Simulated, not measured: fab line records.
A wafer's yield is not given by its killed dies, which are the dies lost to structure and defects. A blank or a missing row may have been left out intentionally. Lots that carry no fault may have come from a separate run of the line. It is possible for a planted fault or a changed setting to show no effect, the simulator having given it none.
Which of the tools did it? + flow ritCmos + 14 lots, 42 wafers sampled, at 5 steps of a route of 202

## WHAT EACH GAUGE READ, for each wafer
RIT_CONTACT_CD_MEAS_08: the cd target is 1000 nm.
| lot  | measured    | on       | cdNm (nm)            |
|------|-------------|----------|----------------------|
| L502 | day 3 03:40 | cdSem-01 | 1000.7 1000.0 1001.1 |
| L503 | day 3 09:52 | cdSem-01 | 1000.8 1001.4 1003.3 |
| L504 | day 3 13:05 | cdSem-02 | 1002.2 1001.3 1001.9 |
| L506 | day 4 04:10 | cdSem-01 | - - -                |
| L507 | day 4 11:19 | cdSem-01 | - - -                |
| L511 | day 5 09:23 | cdSem-01 | 1001.2 1000.8 1002.1 |
| L512 | day 5 12:04 | cdSem-01 | 998.5 999.7 999.5    |
| L514 | day 5 19:02 | cdSem-01 | 1001.9 1000.2 1001.5 |
| L517 | day 6 07:27 | cdSem-01 | 1001.7 1002.4 1004.4 |
| L518 | day 6 10:56 | cdSem-01 | 998.3 994.3 999.1    |
| L521 | day 7 04:46 | cdSem-02 | 999.9 1000.2 1000.9  |
| L522 | day 7 07:23 | cdSem-02 | 1007.2 1005.6 1008.9 |
| L523 | day 7 13:53 | cdSem-02 | 996.1 999.2 999.3    |
| L525 | day 8 03:02 | cdSem-01 | 999.7 1002.8 999.9   |

RIT_M1_CD_MEAS_90: the cd target is 2600 nm.
| lot  | measured    | on       | cdNm (nm)            |
|------|-------------|----------|----------------------|
| L502 | day 3 07:34 | cdSem-02 | 2601.1 2604.3 2603.0 |
| L503 | day 3 13:17 | cdSem-01 | 2597.9 2601.8 2599.2 |
| L504 | day 3 16:30 | cdSem-02 | 2602.9 2603.6 2600.6 |
| L511 | day 5 13:10 | cdSem-01 | 2601.4 2606.3 2601.2 |
| L512 | day 5 15:46 | cdSem-01 | 2599.6 2599.3 2601.0 |
| L514 | day 5 22:34 | cdSem-01 | 2602.2 2602.5 2601.8 |
| L517 | day 6 11:12 | cdSem-01 | 2604.3 2605.7 2602.2 |
| L518 | day 6 14:22 | cdSem-01 | 2597.8 2598.6 2600.8 |
| L521 | day 7 08:13 | cdSem-02 | 2603.3 2600.4 2597.1 |
| L522 | day 7 10:50 | cdSem-02 | 2601.6 2606.3 2602.5 |
| L523 | day 7 17:25 | cdSem-02 | 2603.3 2603.9 2604.6 |
| L525 | day 8 06:36 | cdSem-01 | 2601.8 2603.0 2601.4 |

## TOOL THAT RAN EACH LOT (tool first, then ch and the chambers of the sampled wafers, then the start)
| lot  | RIT_NSD_STRIP_09                   | RIT_CONTACT_COAT_03             | RIT_M1_STRIP_14                    |
|------|------------------------------------|---------------------------------|------------------------------------|
| L502 | plasmaAsher-02 ch 0,1, day 2 23:16 | lithoTrack-04 ch 0, day 3 02:44 | plasmaAsher-02 ch 0,1, day 3 07:25 |
| L503 | plasmaAsher-04 ch 0,1, day 3 05:15 | lithoTrack-02 ch 0, day 3 08:35 | plasmaAsher-03 ch 0,1, day 3 13:07 |
| L504 | plasmaAsher-04 ch 0,1, day 3 08:47 | lithoTrack-03 ch 0, day 3 12:09 | plasmaAsher-03 ch 0,1, day 3 16:19 |
| L506 | plasmaAsher-04 ch 0,1, day 3 23:41 | lithoTrack-04, day 4 03:21      | -                                  |
| L507 | plasmaAsher-01 ch 0,1, day 4 06:47 | lithoTrack-02, day 4 10:31      | -                                  |
| L511 | plasmaAsher-02 ch 0, day 5 04:55   | lithoTrack-02 ch 0, day 5 08:18 | plasmaAsher-03 ch 0,1, day 5 12:59 |
| L512 | plasmaAsher-02 ch 0,1, day 5 07:39 | lithoTrack-02 ch 0, day 5 11:08 | plasmaAsher-03 ch 0,1, day 5 15:35 |
| L514 | plasmaAsher-04 ch 0, day 5 14:36   | lithoTrack-04 ch 0, day 5 18:11 | plasmaAsher-01 ch 0,1, day 5 22:23 |
| L517 | plasmaAsher-02 ch 0,1, day 6 03:17 | lithoTrack-04 ch 0, day 6 06:38 | plasmaAsher-03 ch 0,1, day 6 11:01 |
| L518 | plasmaAsher-04 ch 0,1, day 6 06:38 | lithoTrack-03 ch 0, day 6 10:08 | plasmaAsher-02 ch 0,1, day 6 14:12 |
| L521 | plasmaAsher-04 ch 0,1, day 7 00:16 | lithoTrack-04 ch 0, day 7 03:58 | plasmaAsher-02 ch 0,1, day 7 08:04 |
| L522 | plasmaAsher-04 ch 0,1, day 7 03:02 | lithoTrack-03 ch 0, day 7 06:31 | plasmaAsher-01 ch 0,1, day 7 10:40 |
| L523 | plasmaAsher-02 ch 0,1, day 7 09:29 | lithoTrack-03 ch 0, day 7 12:56 | plasmaAsher-02 ch 0,1, day 7 17:15 |
| L525 | plasmaAsher-01 ch 0,1, day 7 22:40 | lithoTrack-04 ch 0, day 8 02:08 | plasmaAsher-02 ch 0,1, day 8 06:25 |
- RIT_NSD_STRIP_09: strips in O2, time 180 s.
- RIT_CONTACT_COAT_03: resist thk 1000 nm.
- RIT_M1_STRIP_14: strips in O2, time 180 s.

## WHAT THE TOOLS THEMSELVES READ (means of the sampled wafers that have a number; where no wafer has one, the mark that the record gives instead)
RIT_NSD_STRIP_09.
| lot  | tool           | drypumpMotorCurrentA (A) |
|------|----------------|--------------------------|
| L502 | plasmaAsher-02 | 5.40                     |
| L503 | plasmaAsher-04 | 5.47                     |
| L504 | plasmaAsher-04 | 5.50                     |
| L506 | plasmaAsher-04 | 5.49                     |
| L507 | plasmaAsher-01 | 6.25                     |
| L511 | plasmaAsher-02 | 5.45                     |
| L512 | plasmaAsher-02 | 5.41                     |
| L514 | plasmaAsher-04 | 5.55                     |
| L517 | plasmaAsher-02 | 5.41                     |
| L518 | plasmaAsher-04 | 5.51                     |
| L521 | plasmaAsher-04 | 5.50                     |
| L522 | plasmaAsher-04 | 5.46                     |
| L523 | plasmaAsher-02 | 5.42                     |
| L525 | plasmaAsher-01 | 6.24                     |

RIT_CONTACT_COAT_03.
| lot  | tool          | chillPlateTempC (C) | dispensePressureKPa (kPa) | resistLineTempC (C) | spinSpeedRpm (rpm) |
|------|---------------|---------------------|---------------------------|---------------------|--------------------|
| L502 | lithoTrack-04 | 22.98               | 52.2                      | 22.98               | 3249.4             |
| L503 | lithoTrack-02 | 22.88               | 57.6                      | 22.91               | 3248.1             |
| L504 | lithoTrack-03 | 23.08               | 51.9                      | 22.87               | 3250.9             |
| L506 | lithoTrack-04 | -                   | -                         | -                   | -                  |
| L507 | lithoTrack-02 | -                   | -                         | -                   | -                  |
| L511 | lithoTrack-02 | 22.98               | 57.6                      | 23.15               | 3247.7             |
| L512 | lithoTrack-02 | 22.86               | 57.6                      | 23.07               | 3248.8             |
| L514 | lithoTrack-04 | 23.04               | 52.2                      | 22.97               | 3250.9             |
| L517 | lithoTrack-04 | 22.97               | 52.2                      | 22.97               | 3249.4             |
| L518 | lithoTrack-03 | 23.01               | 52.0                      | 22.96               | 3250.8             |
| L521 | lithoTrack-04 | 23.06               | 52.2                      | 22.96               | 3250.3             |
| L522 | lithoTrack-03 | 23.09               | 51.9                      | 22.98               | 3247.1             |
| L523 | lithoTrack-03 | 23.00               | 51.9                      | 22.96               | 3248.5             |
| L525 | lithoTrack-04 | 22.96               | 52.2                      | 22.95               | 3251.5             |

RIT_M1_STRIP_14.
| lot  | tool           | drypumpMotorCurrentA (A) |
|------|----------------|--------------------------|
| L502 | plasmaAsher-02 | 5.4                      |
| L503 | plasmaAsher-03 | 5.6                      |
| L504 | plasmaAsher-03 | 5.8                      |
| L511 | plasmaAsher-03 | 5.9                      |
| L512 | plasmaAsher-03 | 5.9                      |
| L514 | plasmaAsher-01 | 6.2                      |
| L517 | plasmaAsher-03 | 5.6                      |
| L518 | plasmaAsher-02 | 5.4                      |
| L521 | plasmaAsher-02 | 5.4                      |
| L522 | plasmaAsher-01 | 6.2                      |
| L523 | plasmaAsher-02 | 5.4                      |
| L525 | plasmaAsher-02 | 5.4                      |

## THE ANSWER, worked out from the rows above alone
Rule: the lots themselves supply what counts as usual. Put in order of their means at a reading, lots are off if they are a third of the lots or fewer, leave a main group of 4 or more, and stand apart from it by a gap of 3 or more times the standard deviation of the main group's means; of several such gaps the widest counts. The tables above print the reading to a certain number of digits; a main group whose means all agree to those digits is not used. Also off: a lot with no number at a reading for which 4 or more lots have one. The other lots that the step has rows for count as sound. After the gauges, taken in route order, come the tools' own readings; for these a lot's mean is taken, as printed above. The first step at which some lot is off is used, and at that step the reading that is off furthest; a lot without a number counts as furthest.
Off, at RIT_CONTACT_CD_MEAS_08 on cdNm: L506, L507. Without a number there: L506, L507. Main group: mean 1001.1 nm, sd 2.4.
If a tool, at a process step before that reading, ran all the lots that are off and no sound lot after the first of them, it fits. Not tried: the gauges at RIT_CONTACT_CD_MEAS_08; whatever is off there is also off at RIT_CONTACT_COAT_03, on other tools, and gauge error can't account for it. Not one of the candidates tried fits.

## WHAT HAD BEEN PUT IN BY THE SIMULATOR
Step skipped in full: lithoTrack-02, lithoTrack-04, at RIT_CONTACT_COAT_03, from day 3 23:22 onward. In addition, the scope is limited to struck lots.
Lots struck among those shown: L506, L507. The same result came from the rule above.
